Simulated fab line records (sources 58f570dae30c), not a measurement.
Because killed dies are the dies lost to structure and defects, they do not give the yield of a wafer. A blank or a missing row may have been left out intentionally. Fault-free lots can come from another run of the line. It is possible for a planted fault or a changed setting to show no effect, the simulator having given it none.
Which of the tools did it?    flow berkeley_cmos170    Sampling: 13 lots, 39 wafers, 7 of 331 route steps

== WHAT EACH GAUGE READ, for each wafer ==
UCB170_M1_RS_MEAS_01: the measuring method here is four-point-probe.
lot   measured      on             M1_AL_RS (ohm/sq)
L637  day 7 09:34   film_metro-03  0.0484 0.0485 0.0478
L639  day 8 07:34   film_metro-04  0.0480 0.0490 0.0488
L640  day 8 14:04   film_metro-03  0.0485 0.0487 0.0492
L643  day 8 14:23   film_metro-03  0.0494 0.0485 0.0497
L641  day 8 16:28   film_metro-02  0.0483 0.0489 0.0490
L642  day 8 16:41   film_metro-04  0.0487 0.0478 0.0481
L644  day 9 11:21   film_metro-04  0.0489 0.0484 0.0493
L650  day 10 16:56  film_metro-02  0.0492 0.0491 0.0548
L653  day 11 09:30  film_metro-03  0.0494 0.0480 0.0482
L655  day 11 19:43  film_metro-03  0.0484 0.0479 0.0472
L657  day 11 21:49  film_metro-03  0.0496 0.0479 0.0481
L659  day 12 13:44  film_metro-02  0.0476 0.0474 0.0481
L660  day 12 21:29  film_metro-04  0.0488 0.0488 0.0487

UCB170_M1_THK_MEAS_02: measures by xrf.
lot   measured      on             M1_AL_THK (nm)
L637  day 7 09:41   film_metro-03  610 612 619
L639  day 8 07:39   film_metro-04  622 610 614
L640  day 8 14:11   film_metro-03  612 610 605
L643  day 8 14:29   film_metro-03  600 612 598
L641  day 8 16:35   film_metro-02  620 607 607
L642  day 8 16:47   film_metro-04  615 628 623
L644  day 9 11:28   film_metro-04  610 619 606
L650  day 10 17:02  film_metro-02  605 606 545
L653  day 11 09:37  film_metro-03  599 619 613
L655  day 11 19:50  film_metro-03  613 619 627
L657  day 11 21:56  film_metro-03  602 620 617
L659  day 12 13:51  film_metro-02  620 627 617
L660  day 12 21:35  film_metro-04  609 616 614

UCB170_M1_OVL_MEAS_10.
lot   measured      on          M1_OVL (nm)
L637  day 7 11:08   overlay-01  -1 -4 9
L639  day 8 08:40   overlay-02  -6 -6 -5
L640  day 8 15:32   overlay-02  -1 0 -3
L643  day 8 15:39   overlay-01  4 3 5
L641  day 8 17:40   overlay-01  4 -2 1
L642  day 8 18:13   overlay-02  5 10 7
L644  day 9 12:38   overlay-02  -9 0 3
L650  day 10 18:18  overlay-02  2 5 7
L653  day 11 10:59  overlay-01  -2 -6 9
L655  day 11 21:41  overlay-02  -2 -2 -4
L657  day 11 22:57  overlay-01  6 5 -1
L659  day 12 14:52  overlay-01  7 2 6
L660  day 12 22:49  overlay-02  -8 1 3

UCB170_V1_OVL_MEAS_13.
lot   measured      on          V1_OVL (nm)
L637  day 7 14:44   overlay-01  -2 -4 -1
L639  day 8 12:50   overlay-02  1 2 -1
L640  day 8 19:24   overlay-02  4 5 -3
L643  day 8 20:49   overlay-01  -5 -7 -10
L641  day 8 22:08   overlay-01  0 11 1
L642  day 8 23:19   overlay-01  -8 -7 -3
L644  day 9 17:44   overlay-02  6 0 -3
L650  day 10 23:55  overlay-02  3 6 7
L653  day 11 16:22  overlay-02  -5 -7 -2
L655  day 12 02:46  overlay-01  2 -3 0
L657  day 12 03:55  overlay-01  -5 4 7
L659  day 12 20:28  overlay-01  5 6 10
L660  day 13 03:47  overlay-02  -13 -13 -8

== TOOL THAT RAN EACH LOT (tool first, then ch and the chambers of the sampled wafers, then the start) ==
lot   UCB170_CONTACT_ETCH_17              UCB170_M1_SPUTTER_00          UCB170_M1_METAL_ETCH_12
L637  rie_diel-01 ch 0,1,3, day 7 08:41   pvd_sputter-03, day 7 09:30   rie_metal-01 ch 0,1, day 7 11:13
L639  rie_diel-02 ch 0,3, day 8 06:44     pvd_sputter-02, day 8 07:26   rie_metal-03 ch 0,1, day 8 08:46
L640  rie_diel-02 ch 1,2,3, day 8 13:25   pvd_sputter-04, day 8 14:01   rie_metal-01 ch 1, day 8 15:37
L643  rie_diel-03 ch 0,1,3, day 8 13:41   pvd_sputter-02, day 8 14:17   rie_metal-02 ch 0,1, day 8 15:46
L641  rie_diel-01 ch 0,1,2, day 8 15:49   pvd_sputter-03, day 8 16:25   rie_metal-01 ch 0, day 8 17:44
L642  rie_diel-02 ch 0,1,2, day 8 15:53   pvd_sputter-04, day 8 16:36   rie_metal-02 ch 0,1, day 8 18:17
L644  rie_diel-01 ch 0,1,3, day 9 10:43   pvd_sputter-02, day 9 11:17   rie_metal-02 ch 0,1, day 9 12:43
L650  rie_diel-03 ch 2,3, day 10 16:16    pvd_sputter-02, day 10 16:50  rie_metal-03 ch 0,1, day 10 18:25
L653  rie_diel-03 ch 1,2,3, day 11 08:50  pvd_sputter-04, day 11 09:26  rie_metal-03 ch 0,1, day 11 11:04
L655  rie_diel-02 ch 0,1,3, day 11 19:05  pvd_sputter-03, day 11 19:39  rie_metal-02 ch 0,1, day 11 21:46
L657  rie_diel-03 ch 0,3, day 11 20:54    pvd_sputter-04, day 11 21:44  rie_metal-03 ch 0,1, day 11 23:01
L659  rie_diel-02 ch 0,1,2, day 12 12:52  pvd_sputter-03, day 12 13:40  rie_metal-03 ch 0,1, day 12 14:57
L660  rie_diel-03 ch 1,2, day 12 20:47    pvd_sputter-03, day 12 21:23  rie_metal-01 ch 0,1, day 12 22:55
- UCB170_CONTACT_ETCH_17: etches BARC in N2/H2.
- UCB170_M1_SPUTTER_00: material Al, target thk 600 nm, time 80 s.
- UCB170_M1_METAL_ETCH_12: etches Al in Cl2/BCl3, stops on PSG, target depth 780 nm, time 130 s.

== WHAT THE TOOLS THEMSELVES READ (means of the sampled wafers that have a number; where no wafer has one, the mark that the record gives instead) ==
UCB170_CONTACT_ETCH_17.
lot   tool         drypump_motor_current_A (A)  oes_product_au (a.u.)  throttle_valve_pct (%)
L637  rie_diel-01  5.8                          1.015                  13.29
L639  rie_diel-02  5.3                          0.977                  13.27
L640  rie_diel-02  5.6                          0.981                  13.35
L643  rie_diel-03  5.8                          0.994                  13.46
L641  rie_diel-01  5.8                          1.018                  13.24
L642  rie_diel-02  5.7                          0.988                  13.42
L644  rie_diel-01  5.8                          1.018                  13.30
L650  rie_diel-03  5.5                          0.995                  13.45
L653  rie_diel-03  5.4                          0.996                  13.48
L655  rie_diel-02  5.3                          0.975                  13.31
L657  rie_diel-03  6.0                          1.011                  13.50
L659  rie_diel-02  5.7                          0.983                  13.42
L660  rie_diel-03  5.2                          0.984                  13.40

UCB170_M1_SPUTTER_00.
lot   tool            cathode_dc_power_W (W)  throttle_valve_pct (%)
L637  pvd_sputter-03  5999.6                  29.9
L639  pvd_sputter-02  6000.9                  29.6
L640  pvd_sputter-04  5999.6                  31.0
L643  pvd_sputter-02  5999.1                  30.4
L641  pvd_sputter-03  6000.4                  30.0
L642  pvd_sputter-04  6000.5                  30.9
L644  pvd_sputter-02  6001.0                  30.3
L650  pvd_sputter-02  5806.2                  28.9
L653  pvd_sputter-04  5999.7                  30.9
L655  pvd_sputter-03  6000.3                  29.9
L657  pvd_sputter-04  5999.7                  30.8
L659  pvd_sputter-03  5999.3                  30.1
L660  pvd_sputter-03  5999.9                  30.4

UCB170_M1_METAL_ETCH_12.
lot   tool          drypump_motor_current_A (A)  he_backside_leak_sccm (sccm)  oes_product_au (a.u.)  throttle_valve_pct (%)
L637  rie_metal-01  5.3                          3.20                          0.847                  24.16
L639  rie_metal-03  6.1                          3.59                          0.870                  24.18
L640  rie_metal-01  6.4                          3.25                          0.842                  24.25
L643  rie_metal-02  5.8                          3.51                          0.846                  24.57
L641  rie_metal-01  4.7                          3.17                          0.851                  24.11
L642  rie_metal-02  5.8                          3.51                          0.859                  24.57
L644  rie_metal-02  5.7                          3.45                          0.845                  24.56
L650  rie_metal-03  5.6                          3.39                          0.849                  24.24
L653  rie_metal-03  5.6                          3.43                          0.871                  24.23
L655  rie_metal-02  5.7                          3.52                          0.850                  24.56
L657  rie_metal-03  5.6                          3.56                          0.874                  24.22
L659  rie_metal-03  6.1                          3.44                          0.876                  24.18
L660  rie_metal-01  5.9                          3.23                          0.848                  24.20

== THE ANSWER, worked out from the rows above alone ==
Rule: usual is defined by the lots themselves. The widest of any qualifying gaps counts: lots, ordered by their means at a reading, are off when they make up no more than a third of the lots, leave a main group of 4 or more, and stand apart from it by 3 or more times the standard deviation of that group's means. A main group whose means are all the same, to the digits that the tables above print for the reading, isn't used. A lot without any number at a reading at which 4 lots or more have one is off too. The other lots that the step has rows for count as sound. Order of review: gauges by route order, followed by the tools' own readings, for which a lot's mean as printed above is used. The first step at which some lot is off is used, and at that step the reading that is off furthest; a lot without a number counts as furthest.
Off: at UCB170_M1_RS_MEAS_01 (M1_AL_RS), L650. Mean 0.0485 ohm/sq and standard deviation 0.00042 in the main group.
A tool fits if, at a process step before that reading, it ran every lot that is off, and no sound lot after the first of them. Not tried: the gauges at UCB170_M1_RS_MEAS_01; whatever is off there is also off at UCB170_M1_SPUTTER_00, on other tools, and gauge error can't account for it. One fits: pvd_sputter-02 at UCB170_M1_SPUTTER_00. Its last sound lot is L644 (day 9 11:17), its first lot that is off L650 (day 10 16:50): a fault that began between those two fits.
The tool's own readings at UCB170_M1_SPUTTER_00 bear it out: on the lots that are off they differ by more than 5 times the standard deviation of the sound lots' means. cathode_dc_power_W reads 5806.2 W there against 6000.0 W on the sound lots.

== WHAT THE SIMULATOR HAD PUT IN ==
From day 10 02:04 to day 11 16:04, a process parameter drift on pvd_sputter-02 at UCB170_M1_SPUTTER_00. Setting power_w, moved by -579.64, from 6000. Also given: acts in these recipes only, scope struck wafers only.
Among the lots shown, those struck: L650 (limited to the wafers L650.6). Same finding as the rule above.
